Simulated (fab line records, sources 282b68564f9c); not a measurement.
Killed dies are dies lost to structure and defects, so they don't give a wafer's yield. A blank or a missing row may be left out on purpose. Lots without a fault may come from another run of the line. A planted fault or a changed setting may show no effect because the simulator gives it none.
Which tool did it? | flow rit_cmos | 14 lots, 42 wafers sampled, at 3 steps of a route of 202

WHAT THE GAUGES READ, wafer by wafer
RIT_PWELL_TW_MEAS_10. Usual: PWELL_TW 944, standard deviation 5.5.
lot  | measured    | on            | PWELL_TW    | flag
L512 | day 2 00:26 | film_metro-04 | 934 940 936 |
L513 | day 2 05:27 | film_metro-04 | 937 937 944 |
L514 | day 2 10:17 | film_metro-02 | 949 942 948 |
L515 | day 2 15:08 | film_metro-04 | 943 945 941 |
L517 | day 3 02:01 | film_metro-04 | 941 937 939 |
L518 | day 3 07:00 | film_metro-01 | 952 956 959 |
L519 | day 3 16:22 | film_metro-01 | 946 945 950 |
L521 | day 3 21:52 | film_metro-02 | 945 944 941 |
L522 | day 4 04:10 | film_metro-04 | 944 943 945 |
L527 | day 5 04:25 | film_metro-02 | 917 919 914 | OFF
L529 | day 5 13:11 | film_metro-01 | 917 915 914 | OFF
L531 | day 5 23:11 | film_metro-02 | 948 951 947 |
L532 | day 6 03:42 | film_metro-01 | 949 950 947 |
L535 | day 6 18:46 | film_metro-02 | 949 952 950 |

RIT_WELLDRIVE_RS_MEAS_02: measures by four-point-probe. Usual: PWELL_RS 429.7 ohm/sq, standard deviation 1.5.
lot  | measured    | on            | PWELL_RS (ohm/sq) | flag
L512 | day 2 05:44 | film_metro-02 | 430.4 429.2 430.8 |
L513 | day 2 11:04 | film_metro-02 | 431.4 430.9 430.4 |
L514 | day 2 17:05 | film_metro-02 | 431.8 431.5 429.9 |
L515 | day 2 21:22 | film_metro-01 | 427.0 429.3 428.5 |
L517 | day 3 07:47 | film_metro-04 | 428.7 427.2 428.1 |
L518 | day 3 13:10 | film_metro-02 | 428.7 428.2 429.3 |
L519 | day 3 21:38 | film_metro-04 | 428.9 428.7 429.8 |
L521 | day 4 05:24 | film_metro-02 | 432.5 432.5 431.2 |
L522 | day 4 10:44 | film_metro-04 | 426.3 427.4 426.8 |
L527 | day 5 10:22 | film_metro-02 | 456.8 456.8 457.3 | OFF
L529 | day 5 18:28 | film_metro-01 | 459.5 457.8 457.0 | OFF
L531 | day 6 04:44 | film_metro-04 | 429.0 430.2 430.2 |
L532 | day 6 08:58 | film_metro-01 | 427.1 429.8 430.0 |
L535 | day 7 01:05 | film_metro-04 | 429.0 428.3 426.7 |

WHICH TOOL RAN EACH LOT (tool, then ch and the chambers of the sampled wafers, then the start)
lot  | RIT_PWELL_IMPLANT_08
L512 | implanter-04 ch 0, day 2 00:10
L513 | implanter-01 ch 0, day 2 05:10
L514 | implanter-01 ch 0, day 2 10:00
L515 | implanter-01 ch 0, day 2 14:49
L517 | implanter-03 ch 0, day 3 01:41
L518 | implanter-04 ch 0, day 3 06:42
L519 | implanter-04 ch 0, day 3 16:04
L521 | implanter-01 ch 0, day 3 21:33
L522 | implanter-04 ch 0, day 4 03:52
L527 | implanter-01 ch 0, day 5 04:05
L529 | implanter-01 ch 0, day 5 12:53
L531 | implanter-04 ch 0, day 5 22:52
L532 | implanter-04 ch 0, day 6 03:23
L535 | implanter-03 ch 0, day 6 18:27
- RIT_PWELL_IMPLANT_08

WHAT THE TOOLS THEMSELVES READ (means of the sampled wafers that have a number; where no wafer has one, the mark that the record gives instead)
RIT_PWELL_IMPLANT_08. Usual: dose_ions_cm2 7.001e+13, standard deviation 7.8e+10; faraday_current_uA 223, standard deviation 4.6; tilt_deg 6.999 degrees, standard deviation 0.02.
lot  | tool         | dose_ions_cm2 | faraday_current_uA | tilt_deg (degrees) | flag
L512 | implanter-04 | 7.004e+13     | 221                | 7.010              |
L513 | implanter-01 | 6.998e+13     | 219                | 7.005              |
L514 | implanter-01 | 7.000e+13     | 217                | 6.987              |
L515 | implanter-01 | 6.999e+13     | 228                | 7.003              |
L517 | implanter-03 | 6.999e+13     | 223                | 7.001              |
L518 | implanter-04 | 7.005e+13     | 226                | 6.983              |
L519 | implanter-04 | 6.994e+13     | 225                | 6.980              |
L521 | implanter-01 | 7.002e+13     | 227                | 7.008              |
L522 | implanter-04 | 6.999e+13     | 221                | 6.999              |
L527 | implanter-01 | 6.366e+13     | 199                | 6.991              | OFF
L529 | implanter-01 | 6.350e+13     | 202                | 7.016              | OFF
L531 | implanter-04 | 6.991e+13     | 225                | 6.998              |
L532 | implanter-04 | 7.000e+13     | 221                | 6.965              |
L535 | implanter-03 | 6.995e+13     | 221                | 7.034              |

THE ANSWER, worked out from the rows above alone
Rule: a lot is off if the mean of its wafers that have a number lies more than 3 standard deviations from the usual mean. A lot without any number at a reading at which 4 lots or more have one is off too. The other lots that the step has rows for count as sound. The gauges are gone through in route order, then the tools' own readings, and for those a lot's mean is taken as printed above. The first step at which some lot is off is used, and at that step the reading that is off furthest; a lot without a number counts as furthest.
Off: L527, L529, at RIT_PWELL_TW_MEAS_10 (PWELL_TW).
A tool fits if, at a process step before that reading, it ran every lot that is off, and no sound lot after the first of them. The gauges at RIT_PWELL_TW_MEAS_10 aren't tried: what is off there is off at RIT_PWELL_IMPLANT_08 too, on other tools, and a gauge's error can't cause that. One fits: implanter-01 at RIT_PWELL_IMPLANT_08. Its last sound lot is L521 (day 3 21:33), its first lot that is off L527 (day 5 04:05): a fault that began between those two fits.
The tool's own readings at RIT_PWELL_IMPLANT_08 bear it out: on the lots that are off they differ by more than 5 times the standard deviation of the sound lots' means. dose_ions_cm2 reads 6.358e+13 there against 6.999e+13 on the sound lots; faraday_current_uA reads 200 there against 223 on the sound lots.

WHAT THE SIMULATOR HAD PUT IN
Process parameter drift: implanter-01, from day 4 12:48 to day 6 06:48, at RIT_PWELL_IMPLANT_08. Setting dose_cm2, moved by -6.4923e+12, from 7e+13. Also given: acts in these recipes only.
Lots struck among those shown: L527, L529. The rule above found the same.
